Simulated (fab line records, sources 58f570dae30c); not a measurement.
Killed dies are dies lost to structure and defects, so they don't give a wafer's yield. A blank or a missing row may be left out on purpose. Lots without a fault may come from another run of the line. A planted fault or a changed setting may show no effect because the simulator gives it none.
Problem report in the 8D (eight disciplines) form, filled by code | flow berkeley_cmos170 | the parts of the form that need people (team, actions taken, sign-off) are left out

1. THE PROBLEM
SPACER_TEOS_THK at UCB170_SPACER_THK_MEAS_01 reads a mean of 319 nm on 1 wafer of 1 lot; wafers without a fault read 377 nm with a standard deviation of 4.8. That is -12 standard deviations from the usual mean.
First seen on wafer L324.2, day 10 10:14, on film_metro-03. The record holds 39 wafers of 13 lots with a number at this step. Rule for "out", or "out of limits": more than 4 standard deviations from the usual mean. The other wafers with a number count as sound.

2. WHAT IT IS AND WHAT IT IS NOT
question                    | is                | is not
which readings at this step | SPACER_TEOS_THK   | -
which lots                  | L324              | L305, L308, L309, L310, L311, L312, L313, L314, L316, L317, L325, L327
which wafers of those lots  | L324.2            | L324.1, L324.3
read on which gauges        | film_metro-03     | film_metro-02, film_metro-04
when                        | from day 10 10:14 | up to then (32 sound wafers); but 6 sound wafers of L325, L327 came after

3. SUSPECTS, AND WHAT RULES EACH OUT
Counting: a tool at a process step up to the reading stays a suspect if it ran every lot that is out. Sound lots after the first of them don't rule it out here, since some wafers of a struck lot are sound.
- the gauge at UCB170_SPACER_THK_MEAS_01: ruled out. All the wafers that are out were read on film_metro-03, but those of them that UCB170_SPACER_CVD_00 has rows for are out there too, on other tools.
- pecvd-03 at UCB170_SPACER_CVD_00 (deposits SiO2 from TEOS/O2, target thk 376 nm, time 47 s): kept. It ran the lot that is out, L324 (day 10 10:11); its last sound lot up to then is L316 (day 8 22:25). Its own readings are out on those wafers: rf_fwd_power_W.
- Within pecvd-03 at UCB170_SPACER_CVD_00: the wafers that are out ran in chamber 0; their sound lot-mates ran in chambers 1, 2.
Left after counting: pecvd-03 at UCB170_SPACER_CVD_00.

4. THE CAUSE (what the simulator had put in)
Process parameter drift: pecvd-03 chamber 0, from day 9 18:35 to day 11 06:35, at UCB170_SPACER_CVD_00. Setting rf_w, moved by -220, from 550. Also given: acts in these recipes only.
Counting left only this tool.

5. THE CHAIN OF EFFECTS, in route order
Each row: a reading whose mean over the struck wafers that have a number lies more than 3 standard deviations from the usual. Only readings for which the record gives a usual standard deviation are gone through. hours: the time from each lot's start at the first step in this table that gives one to its start at this step, as a median over the lots. sigmas: the change in usual standard deviations.
hours | step                      | reading         | usual      | on struck wafers | change | sigmas
0     | UCB170_SPACER_CVD_00      | rf_fwd_power_W  | 544.4 W    | 324.0            | -220.4 | -99 or more
0     | UCB170_SPACER_THK_MEAS_01 | SPACER_TEOS_THK | 377 nm     | 319              | -58    | -12
4     | UCB170_SPACER_ETCHBACK_03 | oes_product_au  | 0.899 a.u. | 0.794            | -0.105 | -8.1
The process steps in it:
- UCB170_SPACER_CVD_00: deposits SiO2 from TEOS/O2, target thk 376 nm, time 47 s.
- UCB170_SPACER_ETCHBACK_03: etches SiO2 in CHF3/CF4/Ar, stops on Si, target depth 376 nm, time 100 s.
Later measuring or inspecting steps at which every struck wafer that the step has a row for has a number for every such reading, and none has moved that far: UCB170_PSD_TW_MEAS_10.

6. WHAT WOULD HAVE CAUGHT IT SOONER
In this record the first reading out of limits at a measuring or inspecting step was taken at day 10 10:14, 16 hours after the fault began at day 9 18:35.
The tool's own readings at UCB170_SPACER_CVD_00 were out on every struck wafer that the step has a row for (rf_fwd_power_W): an alarm limit on them would have fired on the first of those.
All the lots that are out (1) had begun UCB170_SPACER_CVD_00 on pecvd-03 by day 10 10:14. A hold on the tool at that time would have spared none of them.
